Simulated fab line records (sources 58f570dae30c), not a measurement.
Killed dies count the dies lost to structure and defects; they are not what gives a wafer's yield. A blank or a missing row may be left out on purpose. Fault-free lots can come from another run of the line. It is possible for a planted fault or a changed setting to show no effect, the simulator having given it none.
The tool behind it: which one? -- flow berkeleyCmos170 -- 12 lots with 36 wafers sampled at 5 steps, on a route of 331 steps

WHAT EACH GAUGE READ, for each wafer
UCB170_NWELL_TW_MEAS_16. Usual: NWELL_TW gives 1244 (standard deviation 12).
lot,measured,on,NWELL_TW,flag
L283,day 2 15:41,filmMetro-04,1243 1246 1244,
L284,day 2 15:49,filmMetro-03,1253 1255 1245,
L285,day 2 20:40,filmMetro-03,1256 1256 1261,
L286,day 3 01:28,filmMetro-01,1225 1228 1228,
L287,day 3 04:26,filmMetro-01,1227 1222 1226,
L288,day 3 04:40,filmMetro-03,1254 1256 1258,
L294,day 4 11:33,filmMetro-03,1320 1331 1330,OFF
L296,day 5 02:55,filmMetro-01,1301 1304 1311,OFF
L300,day 6 00:23,filmMetro-03,1253 1255 1249,
L301,day 6 05:20,filmMetro-04,1243 1243 1234,
L305,day 6 21:15,filmMetro-04,1241 1241 1235,
L304,day 6 21:38,filmMetro-03,1249 1253 1253,

UCB170_PSD_OVL_MEAS_07. Usual: PSD_OVL gives 1 nm (standard deviation 4.8).
lot,measured,on,PSD_OVL (nm),flag
L283,day 6 22:43,overlay-01,0 3 0,
L284,day 6 22:54,overlay-02,8 11 0,
L285,day 7 07:28,overlay-02,-3 -1 -4,
L286,day 7 07:56,overlay-01,-4 0 -5,
L287,day 7 07:44,overlay-01,4 7 4,
L288,day 7 07:27,overlay-01,2 0 3,
L294,day 8 16:38,overlay-01,3 3 6,
L296,day 9 16:03,overlay-01,2 6 1,
L300,day 10 03:16,overlay-02,9 7 8,
L301,day 10 08:49,overlay-02,-1 -8 2,
L305,day 11 05:27,overlay-01,7 4 8,
L304,day 11 05:54,overlay-01,-1 0 -1,

UCB170_SDANNEAL_RS_MEAS_02: uses a four-point probe to measure. Usual: PSD_RS gives 75.58 ohm/sq (standard deviation 0.27).
lot,measured,on,PSD_RS (ohm/sq),flag
L283,day 7 02:05,filmMetro-01,75.78 76.01 75.76,
L284,day 7 04:05,filmMetro-04,75.35 75.38 75.37,
L285,day 7 11:48,filmMetro-01,75.61 75.64 75.23,
L286,day 7 12:34,filmMetro-02,75.70 75.92 75.67,
L287,day 7 12:22,filmMetro-01,75.71 75.61 75.21,
L288,day 7 11:55,filmMetro-02,76.06 75.84 75.79,
L294,day 8 20:29,filmMetro-02,75.12 75.24 74.89,
L296,day 9 19:19,filmMetro-04,75.32 75.23 75.43,
L300,day 10 06:32,filmMetro-02,75.71 75.69 75.58,
L301,day 10 11:57,filmMetro-02,75.69 75.48 75.56,
L305,day 11 09:39,filmMetro-04,75.29 75.88 75.49,
L304,day 11 09:47,filmMetro-01,75.55 75.43 75.50,

UCB170_M1_OVL_MEAS_10. Usual: M1_OVL gives 4 nm (standard deviation 5.8).
lot,measured,on,M1_OVL (nm),flag
L283,day 7 11:14,overlay-02,11 8 11,
L284,day 7 12:05,overlay-01,-3 15 0,
L285,day 7 20:31,overlay-02,13 11 0,
L286,day 7 21:24,overlay-01,3 -1 12,
L287,day 7 21:02,overlay-02,11 6 10,
L288,day 7 20:46,overlay-02,0 9 1,
L294,day 9 04:26,overlay-02,8 0 0,
L296,day 10 04:08,overlay-02,11 10 5,
L300,day 10 14:53,overlay-02,-3 1 2,
L301,day 10 19:06,overlay-01,-2 4 -4,
L305,day 11 17:00,overlay-01,9 10 11,
L304,day 11 18:23,overlay-02,14 6 10,

WHICH TOOL RAN EACH LOT (tool, then ch and the chambers of the sampled wafers, then the start)
lot,UCB170_NWELL_IMPLANT_14
L283,"implanter-02 ch 0, day 2 15:26"
L284,"implanter-04 ch 0, day 2 15:37"
L285,"implanter-03 ch 0, day 2 20:25"
L286,"implanter-04 ch 0, day 3 01:13"
L287,"implanter-04 ch 0, day 3 04:12"
L288,"implanter-03 ch 0, day 3 04:26"
L294,"implanter-02 ch 0, day 4 11:18"
L296,"implanter-02 ch 0, day 5 02:40"
L300,"implanter-04 ch 0, day 6 00:09"
L301,"implanter-03 ch 0, day 6 05:05"
L305,"implanter-03 ch 0, day 6 21:00"
L304,"implanter-04 ch 0, day 6 21:25"
- UCB170_NWELL_IMPLANT_14

AS READ BY THE TOOLS THEMSELVES (means over the sampled wafers that have a number; for cases with no such wafer, the mark the record gives instead)
UCB170_NWELL_IMPLANT_14. Usual: beamEnergyKeV 150.00, standard deviation 0.044; faradayCurrentUA 31.6, standard deviation 0.64.
lot,tool,beamEnergyKeV,faradayCurrentUA,flag
L283,implanter-02,149.93,31.6,
L284,implanter-04,150.00,31.1,
L285,implanter-03,150.02,31.8,
L286,implanter-04,150.01,31.7,
L287,implanter-04,150.04,31.9,
L288,implanter-03,149.99,31.5,
L294,implanter-02,202.50,31.5,OFF
L296,implanter-02,202.46,31.4,OFF
L300,implanter-04,150.00,31.5,
L301,implanter-03,149.98,31.4,
L305,implanter-03,149.93,31.7,
L304,implanter-04,150.01,31.9,

THE ANSWER, worked out from the rows above alone
Rule: take the mean of a lot's wafers that have a number; if it is more than 3 standard deviations from the usual mean, the lot is off. A lot without any number at a reading at which 4 lots or more have one is off too. Where the step has rows for the other lots, those lots are counted as sound. First the gauges in route order, then the tools' own readings, where a lot's mean is used as printed above. At the first step where some lot is off, the reading lying furthest off is the one used; lots without a number count as furthest.
Off: at UCB170_NWELL_TW_MEAS_16 (NWELL_TW), L294, L296.
If a tool, at a process step before that reading, ran all the lots that are off and no sound lot after the first of them, it fits. Not tried: the gauges at UCB170_NWELL_TW_MEAS_16; whatever is off there is also off at UCB170_NWELL_IMPLANT_14, on other tools, and gauge error can't account for it. One candidate fits, namely implanter-02 at UCB170_NWELL_IMPLANT_14. A fault onset in the window from L283 (day 2 15:26, its last sound lot) to L294 (day 4 11:18, its first lot off) fits.
On the lots that are off, the tool's own readings at UCB170_NWELL_IMPLANT_14 differ by more than 5 times the standard deviation of the sound lots' means, which bears it out; beamEnergyKeV reads 202.48 there versus 149.99 on the sound lots.

WHAT WAS PUT IN BY THE SIMULATOR
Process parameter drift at UCB170_NWELL_IMPLANT_14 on implanter-02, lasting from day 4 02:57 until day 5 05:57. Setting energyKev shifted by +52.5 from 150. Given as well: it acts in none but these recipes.
Lots struck among those shown: L294, L296. This agrees with what the rule above found.
